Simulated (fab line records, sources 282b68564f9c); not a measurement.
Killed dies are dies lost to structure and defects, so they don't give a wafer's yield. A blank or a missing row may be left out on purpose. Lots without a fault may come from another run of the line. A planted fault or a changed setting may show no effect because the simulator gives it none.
Which tool did it? | flow rit_cmos | 14 lots, 42 wafers sampled, at 2 steps of a route of 202

WHAT THE GAUGES READ, wafer by wafer
The record holds no reading of a measuring or inspecting step that can be judged against a usual standard deviation.

WHICH TOOL RAN EACH LOT (tool, then ch and the chambers of the sampled wafers, then the start)
lot  | RIT_M1_COAT_04                   | RIT_M1_PROBE_99
L467 | litho_track-03 ch 0, day 3 11:12 | prober-01, day 3 15:40
L468 | litho_track-03 ch 0, day 3 16:52 | prober-02, day 3 20:23
L470 | litho_track-02 ch 0, day 4 02:13 | prober-01, day 4 07:34
L469 | litho_track-01 ch 0, day 4 02:43 | prober-02, day 4 07:31
L471 | litho_track-02 ch 0, day 4 06:19 | prober-02, day 4 09:44
L473 | litho_track-02 ch 0, day 4 14:50 | prober-01, day 4 19:58
L472 | litho_track-02 ch 0, day 4 16:43 | prober-02, day 4 20:35
L474 | litho_track-02 ch 0, day 4 20:20 | prober-01, day 5 00:02
L475 | litho_track-01 ch 0, day 4 23:20 | prober-02, day 5 02:45
L476 | litho_track-02 ch 0, day 5 02:35 | prober-01, day 5 07:40
L478 | litho_track-03 ch 0, day 5 18:40 | prober-01, day 5 22:40
L480 | litho_track-02 ch 0, day 6 00:02 | prober-01, day 6 03:35
L486 | litho_track-01 ch 0, day 7 07:56 | prober-01, day 7 11:22
L488 | litho_track-01 ch 0, day 7 16:19 | prober-01, day 7 19:44
- RIT_M1_COAT_04: resist thk 1300 nm.
- RIT_M1_PROBE_99

WHAT THE TOOLS THEMSELVES READ (means of the sampled wafers that have a number; where no wafer has one, the mark that the record gives instead)
RIT_M1_COAT_04.
lot  | tool           | spin_speed_rpm (rpm)
L467 | litho_track-03 | 1999.5
L468 | litho_track-03 | 2001.2
L470 | litho_track-02 | 2001.4
L469 | litho_track-01 | 2001.9
L471 | litho_track-02 | 1999.1
L473 | litho_track-02 | 2001.0
L472 | litho_track-02 | 1999.5
L474 | litho_track-02 | 1999.8
L475 | litho_track-01 | 2000.5
L476 | litho_track-02 | 1868.5
L478 | litho_track-03 | 1998.4
L480 | litho_track-02 | 1868.2
L486 | litho_track-01 | 1999.0
L488 | litho_track-01 | 1999.2

RIT_M1_PROBE_99.
lot  | tool      | defect_limited_yield (%) | killed_at_contacts | killed_at_front_end | killed_dies | killed_open | killed_short | sort_bin_3_pad_short (%) | sort_bin_5_function (%) | sort_bin_6_memory (%) | sort_n_pass | sort_yield_pct (%)
L467 | prober-01 | 96.7                     | 0.0                | 9                   | 9           | 5.0         | 3.7          | 0.1                      | 2.3                     | 0.9                   | 255         | 96.7
L468 | prober-02 | 96.7                     | 0.0                | 9                   | 9           | 3.3         | 5.3          | 0.3                      | 1.9                     | 1.2                   | 255         | 96.7
L470 | prober-01 | 98.0                     | 0.0                | 5                   | 5           | 2.0         | 3.3          | 0.3                      | 1.0                     | 0.7                   | 259         | 98.0
L469 | prober-02 | 97.1                     | 0.0                | 8                   | 8           | 4.3         | 3.3          | 0.1                      | 2.1                     | 0.6                   | 256         | 97.1
L471 | prober-02 | 95.1                     | 0.0                | 13                  | 13          | 6.3         | 6.7          | 0.6                      | 2.8                     | 1.5                   | 251         | 95.1
L473 | prober-01 | 95.1                     | 0.3                | 13                  | 13          | 6.3         | 6.7          | 0.3                      | 2.8                     | 1.9                   | 251         | 95.1
L472 | prober-02 | 97.9                     | 0.0                | 6                   | 6           | 3.7         | 2.0          | 0.3                      | 1.1                     | 0.8                   | 258         | 97.9
L474 | prober-01 | 98.2                     | 0.0                | 5                   | 5           | 4.0         | 0.7          | 0.0                      | 1.1                     | 0.7                   | 259         | 98.2
L475 | prober-02 | 97.2                     | 0.0                | 7                   | 7           | 3.7         | 3.7          | 0.0                      | 1.7                     | 1.1                   | 257         | 97.2
L476 | prober-01 | 97.3                     | 0.0                | 7                   | 7           | 3.3         | 3.7          | 0.3                      | 0.9                     | 1.5                   | 257         | 97.3
L478 | prober-01 | 96.4                     | 0.0                | 10                  | 10          | 4.0         | 5.7          | 0.0                      | 2.0                     | 1.7                   | 254         | 96.4
L480 | prober-01 | 98.1                     | 0.0                | 5                   | 5           | 3.0         | 2.0          | 0.1                      | 1.0                     | 0.8                   | 259         | 98.1
L486 | prober-01 | 98.1                     | 0.0                | 5                   | 5           | 2.0         | 3.0          | 0.0                      | 1.2                     | 0.8                   | 259         | 98.1
L488 | prober-01 | 97.2                     | 0.0                | 7                   | 7           | 3.3         | 4.0          | 0.3                      | 1.4                     | 1.1                   | 257         | 97.2

THE ANSWER, worked out from the rows above alone
Rule: what is usual is taken from the lots themselves. Put in order of their means at a reading, lots are off if they are a third of the lots or fewer, leave a main group of 4 or more, and stand apart from it by a gap of 3 or more times the standard deviation of the main group's means; of several such gaps the widest counts. A main group whose means are all the same, to the digits that the tables above print for the reading, isn't used. A lot without any number at a reading at which 4 lots or more have one is off too. The other lots that the step has rows for count as sound. The gauges are gone through in route order, then the tools' own readings, and for those a lot's mean is taken as printed above. The first step at which some lot is off is used, and at that step the reading that is off furthest; a lot without a number counts as furthest.
Off: L476, L480, at RIT_M1_COAT_04 (spin_speed_rpm). The main group: mean 2000.0 rpm, standard deviation 1.1.
A tool fits if, at that step or a process step before it, it ran every lot that is off, and no sound lot after the first of them. One fits: litho_track-02 at RIT_M1_COAT_04. Its last sound lot is L474 (day 4 20:20), its first lot that is off L476 (day 5 02:35): a fault that began between those two fits.
The tool's own readings at RIT_M1_COAT_04 bear it out: on the lots that are off they differ by more than 5 times the standard deviation of the sound lots' means. spin_speed_rpm reads 1868.3 rpm there against 2000.0 rpm on the sound lots.

WHAT THE SIMULATOR HAD PUT IN
Process parameter drift: litho_track-02, from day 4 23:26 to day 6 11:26, at RIT_M1_COAT_04. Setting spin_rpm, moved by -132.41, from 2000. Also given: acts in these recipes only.
Lots struck among those shown: L476, L480. The rule above found the same.
